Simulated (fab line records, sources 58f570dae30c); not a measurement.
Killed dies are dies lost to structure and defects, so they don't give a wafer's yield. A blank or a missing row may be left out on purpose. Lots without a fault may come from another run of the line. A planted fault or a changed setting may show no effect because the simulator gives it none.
A struck lot beside a sound one | flow berkeley_cmos170 | 14 steps out of a route of 331
Sound: wafers L352.2, L352.3, L352.4. Struck: wafers L354.2, L354.3, L354.4. The cause comes at the end.
At each step with rows: each side's tool, then ch and its chambers, then its first start. Under that, the readings that differ: sound wafers | struck wafers | difference of the means | sigmas: that difference in standard deviations of wafers without a fault.
alike: readings whose means differ by less than 2 such deviations, and words and numbers that are the same on both sides. not compared: withheld readings, readings that some wafer has no value for, bounds like >300 that may hide the same value, and numbers for which the record gives no deviation and whose values overlap.
The two part at a step that has a row with sigmas, a row that says differs or no value, or rows on one side only. Numbers that don't overlap but have no deviation are shown without sigmas and don't part them. A reading that every wafer of one side lacks parts them only if that side has two wafers or more.

first, 1 step without rows for these wafers: UCB170_PWELL_DEVELOP_12 (develop time 45 s).
UCB170_PWELL_OVL_MEAS_13:
  sound on overlay-02, day 5 07:08; struck on overlay-02, day 5 14:23
  alike: PWELL_OVL
UCB170_PWELL_ETCH_14: etches Si3N4 in CH3F/Ar/O2, stops on SiO2, target depth 242 nm, time 151 s.
  sound on rie_diel-03 ch 0,2,3, day 5 07:10; struck on rie_diel-04 ch 1,3, day 5 14:25
  alike: drypump_motor_current_A, mfc_ar_sccm, oes_product_au, throttle_valve_pct
  not compared: rf_hours_counter_h
then, 1 step without rows for these wafers: UCB170_PWELL_IMPLANT_15.
UCB170_PWELL_STRIP_16: strips in O2.
  sound on plasma_asher-03 ch 0,1, day 5 07:25; struck on plasma_asher-02 ch 0,1, day 5 14:40
  reading                     | sound       | struck      | difference | sigmas
  drypump_motor_current_A (A) | 6.0 6.1 6.0 | 5.0 5.8 5.0 | -0.8       | -2
  alike: oes_product_au, strip_time_to_endpoint_s
  not compared: rf_hours_counter_h
UCB170_PWELL_TW_MEAS_17:
  sound on film_metro-02, day 5 07:32; struck on film_metro-03, day 5 14:46
  alike: PWELL_TW
then, 5 steps without rows for these wafers: UCB170_PWELL_CLEAN_18 (cleans in SPM, time 600 s); UCB170_PWELL_WET_ETCH_19 (etches Si3N4 in H3PO4, time 14400 s); UCB170_PWELL_WET_ETCH_20 (etches SiO2 in BOE, time 22 s); UCB170_WELLDRIVE_CLEAN_00 (cleans in SPM, time 600 s); UCB170_WELLDRIVE_OXIDATION_01 (target thk 199 nm, ox time 9000 s).
UCB170_WELLDRIVE_THK_MEAS_02:
  sound on film_metro-04, day 5 18:34; struck on film_metro-01, day 6 00:49
  alike: WELLDRIVE_OXIDE_THK
UCB170_WELLDRIVE_ANNEAL_03: time 900 s.
  sound on furnace-03 ch 0, day 5 20:03; struck on furnace-03, day 6 03:58
  no value came back on the struck wafers for spike_tc_centre_C (C), spike_tc_load_C (C), spike_tc_source_C (C); on the sound wafers spike_tc_centre_C (C) reads 1103.8 1104.0 1102.5
then, 1 step without rows for these wafers: UCB170_WELLDRIVE_WET_ETCH_04 (etches SiO2 in BOE, time 120 s).

WHERE THEY PART
First at UCB170_PWELL_STRIP_16; last, within this record, at UCB170_WELLDRIVE_ANNEAL_03.

WHY: what the simulator had put in
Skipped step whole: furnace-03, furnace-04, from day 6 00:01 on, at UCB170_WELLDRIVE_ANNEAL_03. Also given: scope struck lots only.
